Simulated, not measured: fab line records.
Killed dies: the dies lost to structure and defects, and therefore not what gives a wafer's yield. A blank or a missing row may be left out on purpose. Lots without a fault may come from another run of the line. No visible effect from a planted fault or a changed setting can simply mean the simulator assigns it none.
Shared-tool check	flow rit cmos	45 wafers sampled across 15 lots

WHY THIS WAS OPENED
At RIT_PSD_TW_MEAS_10 the reading PSD_TW is flagged on 3 of 15 lots. Fault-free wafers read 3413, with a standard deviation of 22.
Rule: flag the lot when none of its wafers has a number, or when each of its wafers that has one lies beyond 4 standard deviations from that mean. As for the other lots, they are considered sound.

lot	measured	on	PSD_TW, wafer by wafer	flag
L756	day 3 03:57	film metro-02	3411 3400 3409	
L757	day 3 06:32	film metro-02	3408 3399 3411	
L758	day 3 14:07	film metro-03	3414 3410 3422	
L759	day 3 20:39	film metro-04	3427 3415 3426	
L760	day 3 23:27	film metro-02	3402 3405 3401	
L762	day 4 11:49	film metro-04	3390 3379 3393	
L763	day 4 14:49	film metro-02	3400 3395 3424	
L769	day 5 19:58	film metro-02	30 30 30	FLAGGED
L770	day 6 04:35	film metro-04	30 30 30	FLAGGED
L771	day 6 12:00	film metro-02	30 30 30	FLAGGED
L773	day 6 21:02	film metro-03	3455 3449 3450	
L776	day 7 10:44	film metro-03	3420 3407 3414	
L777	day 7 13:14	film metro-04	3390 3398 3382	
L778	day 7 21:52	film metro-04	3390 3386 3386	
L779	day 8 01:36	film metro-03	3412 3413 3422	
Averaged over the flagged lots the numbers come to 30, -3383 from the usual (-99 or more standard deviations).

WHICH TOOL EACH LOT WENT THROUGH
The record holds 2 process steps before the reading, out of a route of 202 steps. Every cell lists first the tool, next ch and the chambers used by the sampled wafers, and last the start.
lot	flag	RIT_NRETRO_STRIP_09	RIT_NSD_STRIP_09
L756		plasma asher-03 ch 0,1, day 2 08:58	plasma asher-02 ch 0,1, day 3 02:14
L757		plasma asher-04 ch 0,1, day 2 11:05	plasma asher-01 ch 0,1, day 3 04:50
L758		plasma asher-04 ch 0,1, day 2 16:47	plasma asher-03 ch 0,1, day 3 12:23
L759		plasma asher-02 ch 0,1, day 2 22:20	plasma asher-01 ch 0,1, day 3 18:58
L760		plasma asher-02 ch 0,1, day 3 04:31	plasma asher-03 ch 0,1, day 3 21:44
L762		plasma asher-03 ch 0,1, day 3 15:00	plasma asher-02 ch 0,1, day 4 10:13
L763		plasma asher-04 ch 0, day 3 18:31	plasma asher-03 ch 0,1, day 4 12:42
L769	FLAGGED	plasma asher-04 ch 0,1, day 5 00:32	plasma asher-03 ch 0,1, day 5 18:21
L770	FLAGGED	plasma asher-02 ch 0,1, day 5 03:56	plasma asher-03 ch 0,1, day 6 02:41
L771	FLAGGED	plasma asher-04 ch 0,1, day 5 09:29	plasma asher-03 ch 0,1, day 6 10:27
L773		plasma asher-03 ch 0,1, day 6 01:39	plasma asher-03 ch 0,1, day 6 19:21
L776		plasma asher-02 ch 0,1, day 6 14:40	plasma asher-01 ch 0,1, day 7 09:10
L777		plasma asher-04 ch 0,1, day 6 16:49	plasma asher-02 ch 0,1, day 7 11:15
L778		plasma asher-02 ch 0,1, day 6 21:19	plasma asher-03 ch 0,1, day 7 20:17
L779		plasma asher-04 ch 0,1, day 7 03:55	plasma asher-01 ch 0,1, day 8 00:02
These steps, and what they do:
- RIT_NRETRO_STRIP_09: strips in O2, time 180 s.
- RIT_NSD_STRIP_09: strips in O2, time 180 s.
- RIT_PSD_TW_MEAS_10

FLAGGED AGAINST TOTAL, ONE TOOL AT A TIME (gauges that did the reading follow at the end)
step	tool	lots run	flagged	share of the flagged lots	sound lots run after its first flagged lot
RIT_NRETRO_STRIP_09	plasma asher-02	5	1	some	2 (L776,L778)
RIT_NRETRO_STRIP_09	plasma asher-03	3	0	none	-
RIT_NRETRO_STRIP_09	plasma asher-04	7	2	some	2 (L777,L779)
RIT_NSD_STRIP_09	plasma asher-01	4	0	none	-
RIT_NSD_STRIP_09	plasma asher-02	3	0	none	-
RIT_NSD_STRIP_09	plasma asher-03	8	3	all	2 (L773,L778)
RIT_PSD_TW_MEAS_10	film metro-02	6	2	some	0
RIT_PSD_TW_MEAS_10	film metro-03	4	0	none	-
RIT_PSD_TW_MEAS_10	film metro-04	5	1	some	2 (L777,L778)

WHAT THE TABLE PERMITS
In the table, 1 row covers all flagged lots: plasma asher-03 at RIT_NSD_STRIP_09.
- plasma asher-03 at RIT_NSD_STRIP_09 ran 8 lots, 3 of them flagged. Sound lots ran on it after the first flagged one (L773, L778), which a lasting fault on the whole tool wouldn't allow. On the flagged lots its readings are blank where sound lots have values: chamber pressure mTorr, drypump motor current A.
None of the table's rows ran every flagged lot and, after the first, no sound lot.

WHAT WAS PUT IN BY THE SIMULATOR
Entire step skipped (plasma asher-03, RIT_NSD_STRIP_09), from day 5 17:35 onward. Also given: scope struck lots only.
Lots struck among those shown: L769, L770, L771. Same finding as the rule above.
